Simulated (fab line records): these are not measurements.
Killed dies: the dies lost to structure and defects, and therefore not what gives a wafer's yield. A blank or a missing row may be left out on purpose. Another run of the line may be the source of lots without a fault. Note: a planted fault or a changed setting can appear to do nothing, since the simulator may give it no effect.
Shared-tool check / flow rit cmos / 14 lots and 42 wafers in the sample

== THE REASON FOR OPENING IT ==
Of 14 lots, 2 have the reading NWELL_TW flagged at RIT_NWELL_TW_MEAS_10. Fault-free wafers read 2153, with a standard deviation of 13.
Rule: a lot is flagged in two cases, either no wafer of it has a number, or all its wafers with numbers fall more than 4 standard deviations from that mean. The other lots count as sound.

lot=L110; measured=day 1 20:49; on=film metro-02; NWELL_TW, wafer by wafer=2154 2163 2162; flag=
lot=L111; measured=day 2 03:05; on=film metro-03; NWELL_TW, wafer by wafer=2138 2123 2138; flag=
lot=L113; measured=day 2 13:53; on=film metro-03; NWELL_TW, wafer by wafer=2138 2142 2141; flag=
lot=L114; measured=day 2 17:38; on=film metro-03; NWELL_TW, wafer by wafer=2138 2146 2152; flag=
lot=L115; measured=day 2 22:23; on=film metro-03; NWELL_TW, wafer by wafer=2144 2127 2161; flag=
lot=L117; measured=day 3 08:46; on=film metro-04; NWELL_TW, wafer by wafer=2180 2175 2181; flag=
lot=L119; measured=day 3 18:18; on=film metro-02; NWELL_TW, wafer by wafer=2150 2164 2149; flag=
lot=L122; measured=day 4 09:37; on=film metro-03; NWELL_TW, wafer by wafer=1014 1009 1013; flag=FLAGGED
lot=L123; measured=day 4 13:58; on=film metro-03; NWELL_TW, wafer by wafer=1023 1024 1013; flag=FLAGGED
lot=L125; measured=day 4 23:53; on=film metro-03; NWELL_TW, wafer by wafer=2129 2143 2131; flag=
lot=L128; measured=day 5 15:49; on=film metro-02; NWELL_TW, wafer by wafer=2147 2159 2153; flag=
lot=L131; measured=day 6 06:03; on=film metro-02; NWELL_TW, wafer by wafer=2167 2169 2158; flag=
lot=L132; measured=day 6 11:47; on=film metro-04; NWELL_TW, wafer by wafer=2144 2159 2167; flag=
lot=L133; measured=day 6 15:56; on=film metro-04; NWELL_TW, wafer by wafer=2172 2163 2159; flag=
The numbers of the flagged lots are 1016 on average: -1137 against the usual, or -87 standard deviations.

== WHICH TOOL EACH LOT WENT THROUGH ==
2 process steps preceding the reading are held in the record, out of 202 steps in the route. Every cell lists first the tool, next ch and the chambers used by the sampled wafers, and last the start.
lot=L110; flag=; RIT_NWELL_IMPLANT_08=implanter-04 ch 0, day 1 20:32; RIT_NWELL_STRIP_09=plasma asher-02 ch 0,1, day 1 20:41
lot=L111; flag=; RIT_NWELL_IMPLANT_08=implanter-03 ch 0, day 2 02:48; RIT_NWELL_STRIP_09=plasma asher-01 ch 0,1, day 2 02:56
lot=L113; flag=; RIT_NWELL_IMPLANT_08=implanter-02 ch 0, day 2 13:35; RIT_NWELL_STRIP_09=plasma asher-02 ch 0,1, day 2 13:45
lot=L114; flag=; RIT_NWELL_IMPLANT_08=implanter-02 ch 0, day 2 17:19; RIT_NWELL_STRIP_09=plasma asher-01 ch 0,1, day 2 17:28
lot=L115; flag=; RIT_NWELL_IMPLANT_08=implanter-04 ch 0, day 2 22:04; RIT_NWELL_STRIP_09=plasma asher-02 ch 0,1, day 2 22:11
lot=L117; flag=; RIT_NWELL_IMPLANT_08=implanter-03 ch 0, day 3 08:28; RIT_NWELL_STRIP_09=plasma asher-03 ch 1, day 3 08:35
lot=L119; flag=; RIT_NWELL_IMPLANT_08=implanter-03 ch 0, day 3 17:58; RIT_NWELL_STRIP_09=plasma asher-02 ch 0,1, day 3 18:07
lot=L122; flag=FLAGGED; RIT_NWELL_IMPLANT_08=implanter-04 ch 0, day 4 09:18; RIT_NWELL_STRIP_09=plasma asher-03 ch 0,1, day 4 09:26
lot=L123; flag=FLAGGED; RIT_NWELL_IMPLANT_08=implanter-04 ch 0, day 4 13:39; RIT_NWELL_STRIP_09=plasma asher-02 ch 0,1, day 4 13:46
lot=L125; flag=; RIT_NWELL_IMPLANT_08=implanter-02 ch 0, day 4 23:34; RIT_NWELL_STRIP_09=plasma asher-03 ch 0,1, day 4 23:42
lot=L128; flag=; RIT_NWELL_IMPLANT_08=implanter-02 ch 0, day 5 15:31; RIT_NWELL_STRIP_09=plasma asher-02 ch 0,1, day 5 15:41
lot=L131; flag=; RIT_NWELL_IMPLANT_08=implanter-03 ch 0, day 6 05:44; RIT_NWELL_STRIP_09=plasma asher-01 ch 0, day 6 05:52
lot=L132; flag=; RIT_NWELL_IMPLANT_08=implanter-03 ch 0, day 6 11:27; RIT_NWELL_STRIP_09=plasma asher-03 ch 0,1, day 6 11:36
lot=L133; flag=; RIT_NWELL_IMPLANT_08=implanter-03 ch 0, day 6 15:37; RIT_NWELL_STRIP_09=plasma asher-03 ch 0,1, day 6 15:46
What is done by these steps:
- RIT_NWELL_IMPLANT_08
- RIT_NWELL_STRIP_09: strips in O2, time 180 s.
- RIT_NWELL_TW_MEAS_10

== FLAGGED OVER TOTAL, TOOL BY TOOL (the gauges that took the reading come last) ==
step=RIT_NWELL_IMPLANT_08; tool=implanter-02; lots run=4; flagged=0; share of the flagged lots=none; sound lots run after its first flagged lot=-
step=RIT_NWELL_IMPLANT_08; tool=implanter-03; lots run=6; flagged=0; share of the flagged lots=none; sound lots run after its first flagged lot=-
step=RIT_NWELL_IMPLANT_08; tool=implanter-04; lots run=4; flagged=2; share of the flagged lots=all; sound lots run after its first flagged lot=0
step=RIT_NWELL_STRIP_09; tool=plasma asher-01; lots run=3; flagged=0; share of the flagged lots=none; sound lots run after its first flagged lot=-
step=RIT_NWELL_STRIP_09; tool=plasma asher-02; lots run=6; flagged=1; share of the flagged lots=some; sound lots run after its first flagged lot=1 (L128)
step=RIT_NWELL_STRIP_09; tool=plasma asher-03; lots run=5; flagged=1; share of the flagged lots=some; sound lots run after its first flagged lot=3 (L125,L132,L133)
step=RIT_NWELL_TW_MEAS_10; tool=film metro-02; lots run=4; flagged=0; share of the flagged lots=none; sound lots run after its first flagged lot=-
step=RIT_NWELL_TW_MEAS_10; tool=film metro-03; lots run=7; flagged=2; share of the flagged lots=all; sound lots run after its first flagged lot=1 (L125)
step=RIT_NWELL_TW_MEAS_10; tool=film metro-04; lots run=3; flagged=0; share of the flagged lots=none; sound lots run after its first flagged lot=-

== WHAT IS ALLOWED BY THE TABLE ==
Every flagged lot went through 2 rows of the table: implanter-04 at RIT_NWELL_IMPLANT_08 and film metro-03 at RIT_NWELL_TW_MEAS_10.
- implanter-04 at RIT_NWELL_IMPLANT_08 ran 4 lots, 2 of them flagged. It ran its last sound lot, L115, at day 2 22:04 and its first flagged lot, L122, at day 4 09:18: a fault with its onset between the two fits. Its own readings (dose ions cm2, faraday current uA) fall more than 4 standard deviations out on all wafers of the flagged lots.
- film metro-03 at RIT_NWELL_TW_MEAS_10 ran 7 lots, 2 of them flagged. After the first flagged lot (L125), sound lots still ran on it; a lasting fault on the whole tool would not permit that.
implanter-04 at RIT_NWELL_IMPLANT_08 is the single tool remaining.

== WHAT WAS PUT IN BY THE SIMULATOR ==
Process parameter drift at RIT_NWELL_IMPLANT_08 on implanter-04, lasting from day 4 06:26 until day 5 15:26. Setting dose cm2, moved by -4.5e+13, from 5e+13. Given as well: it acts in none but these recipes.
Shown lots that were struck: L122, L123. The same result came from the rule above.
